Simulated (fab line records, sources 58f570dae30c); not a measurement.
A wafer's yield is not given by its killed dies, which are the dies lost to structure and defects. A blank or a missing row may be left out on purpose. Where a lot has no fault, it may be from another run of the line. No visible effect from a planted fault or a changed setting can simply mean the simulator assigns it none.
Code-filled problem report in 8D (eight disciplines) form / flow berkeley-cmos170 / the parts of the form that need people (team, actions taken, sign-off) are left out

1. THE ISSUE
At UCB170_M3_ETCH_17, bias-w averages 97.17 W over 9 wafers from 3 lots, while fault-free wafers read 100.03 W, standard deviation 0.27. Relative to the usual mean, that is a shift of -11 standard deviations.
The step: etches BARC in N2/H2.
First observed at day 8 05:03: wafer L140.4, on rie-diel-03. At this step, 45 wafers from 15 lots have a number in the record. By rule, "out" or "out of limits" means more than 4 standard deviations away from the usual mean. Any other wafer with a number is counted as sound.

2. WHAT IT IS; WHAT IT IS NOT
question=which readings at this step | is=bias-w | is not=drypump-motor-current-A, oes-product-au, throttle-valve-pct
question=which lots | is=L140, L144, L145 | is not=L138, L139, L141, L151, L153, L154, L155, L156, L158, L159, L160, L161
question=which wafers of those lots | is=all that have a number | is not=-
question=read on which tools | is=rie-diel-03 | is not=rie-diel-01, rie-diel-04
question=when | is=from day 8 05:03 | is not=up to then (9 sound wafers); but 27 sound wafers of L151, L153, L154, L155, L156, L158, L159, L160, L161 came after

3. THE SUSPECTS, EACH WITH WHAT RULES IT OUT
Counting: a tool at any process step up to the reading remains a suspect when it ran all the lots that are out and ran no sound lot after the first of those.
- rie-diel-03 at UCB170_M3_ETCH_17 (etches BARC in N2/H2): ruled out as a lasting fault. The sound lots L158, L159 went through it after L140, its earliest lot that is out (day 8 05:03).
Left after counting: nothing in the record.

4. THE CAUSE (what the simulator had put in)
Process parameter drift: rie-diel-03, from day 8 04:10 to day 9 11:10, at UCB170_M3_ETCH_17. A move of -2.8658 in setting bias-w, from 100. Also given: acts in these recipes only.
Counting ruled it out, wrongly.

5. SEQUENCE OF EFFECTS, ordered by route
Rows list readings where the struck wafers' mean (over those with a number) sits beyond 3 standard deviations from the usual. Readings are gone through only where the record gives a usual standard deviation; hours: the median, over the lots, of the time from a lot's start at the first step in this table giving one to that lot's start at this step; sigmas: the change measured in usual standard deviations.
hours=0; step=UCB170_M3_ETCH_17; reading=bias-w; usual=100.03 W; on struck wafers=97.17; change=-2.86; sigmas=-11
It contains these process steps:
- UCB170_M3_ETCH_17: etches BARC in N2/H2.

6. WHAT WOULD HAVE CAUGHT IT SOONER
In this record the first reading out of limits was taken at day 8 05:03, 1 hour after the fault began at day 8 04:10.
